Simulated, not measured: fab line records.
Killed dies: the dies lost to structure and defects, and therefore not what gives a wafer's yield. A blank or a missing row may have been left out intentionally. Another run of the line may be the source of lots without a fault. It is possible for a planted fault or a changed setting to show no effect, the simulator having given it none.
Check for tools in common | flow rit_cmos | 42 wafers sampled across 14 lots

## WHY THIS WAS OPENED
RIT_FOX2_THK_MEAS_01, reading FOX2_OXIDE_THK: flagged on 2 of 14 lots. Fault-free wafers read 353 nm, with a standard deviation of 5.9.
Rule: a lot gets a flag if all its wafers with a number sit over 4 standard deviations from that mean, or if no wafer of it has a number. The rest of the lots are taken to be sound.

lot  | measured    | on            | FOX2_OXIDE_THK (nm), wafer by wafer | flag
L829 | day 1 20:09 | film_metro-01 | 348 349 347                         |
L830 | day 2 00:01 | film_metro-01 | 350 351 352                         |
L831 | day 2 04:19 | film_metro-01 | 346 346 347                         |
L832 | day 2 09:40 | film_metro-02 | 351 361 353                         |
L833 | day 2 15:29 | film_metro-01 | 359 365 355                         |
L834 | day 2 22:50 | film_metro-03 | 510 532 520                         | FLAGGED
L839 | day 3 20:52 | film_metro-01 | 361 362 360                         |
L842 | day 4 14:22 | film_metro-01 | 536 540 525                         | FLAGGED
L845 | day 5 02:33 | film_metro-03 | 345 346 348                         |
L846 | day 5 08:24 | film_metro-03 | 353 349 352                         |
L847 | day 5 12:54 | film_metro-01 | 342 343 342                         |
L849 | day 5 22:43 | film_metro-01 | 345 350 350                         |
L850 | day 6 03:27 | film_metro-03 | 346 348 341                         |
L852 | day 6 13:22 | film_metro-01 | 348 346 354                         |
The numbers of the flagged lots are 527 nm on average: +174 nm against the usual, or +30 standard deviations.

## WHICH TOOL RAN EACH LOT
The record holds 1 process step before the reading, out of a route of 202 steps. Read each cell as the tool, then ch plus the chambers that the sampled wafers visited, then the start.
lot  | flag    | RIT_FOX2_OXIDATION_00
L829 |         | furnace-03 ch 0, day 1 18:50
L830 |         | furnace-02 ch 0, day 1 22:43
L831 |         | furnace-01 ch 0, day 2 03:01
L832 |         | furnace-03 ch 0, day 2 08:21
L833 |         | furnace-02 ch 0, day 2 14:10
L834 | FLAGGED | furnace-03 ch 0, day 2 19:20
L839 |         | furnace-03 ch 0, day 3 19:32
L842 | FLAGGED | furnace-01 ch 0, day 4 11:32
L845 |         | furnace-03 ch 0, day 5 01:14
L846 |         | furnace-02 ch 0, day 5 07:04
L847 |         | furnace-03 ch 0, day 5 11:34
L849 |         | furnace-02 ch 0, day 5 21:25
L850 |         | furnace-03 ch 0, day 6 02:07
L852 |         | furnace-01 ch 0, day 6 12:03
What these steps do:
- RIT_FOX2_OXIDATION_00: target thk 350.7 nm, ox time 1130 s.
- RIT_FOX2_THK_MEAS_01

## FLAGGED AGAINST TOTAL, ONE TOOL AT A TIME (gauges that did the reading follow at the end)
step                  | tool          | lots run | flagged | share of the flagged lots | sound lots run after its first flagged lot
RIT_FOX2_OXIDATION_00 | furnace-01    | 3        | 1       | some                      | 1 (L852)
RIT_FOX2_OXIDATION_00 | furnace-02    | 4        | 0       | none                      | -
RIT_FOX2_OXIDATION_00 | furnace-03    | 7        | 1       | some                      | 4 (L839,L845,L847,L850)
RIT_FOX2_THK_MEAS_01  | film_metro-01 | 9        | 1       | some                      | 3 (L847,L849,L852)
RIT_FOX2_THK_MEAS_01  | film_metro-02 | 1        | 0       | none                      | -
RIT_FOX2_THK_MEAS_01  | film_metro-03 | 4        | 1       | some                      | 3 (L845,L846,L850)

## THE TABLE: WHAT IT ALLOWS
No row of the table ran every flagged lot.

## WHAT THE SIMULATOR HAD PUT IN
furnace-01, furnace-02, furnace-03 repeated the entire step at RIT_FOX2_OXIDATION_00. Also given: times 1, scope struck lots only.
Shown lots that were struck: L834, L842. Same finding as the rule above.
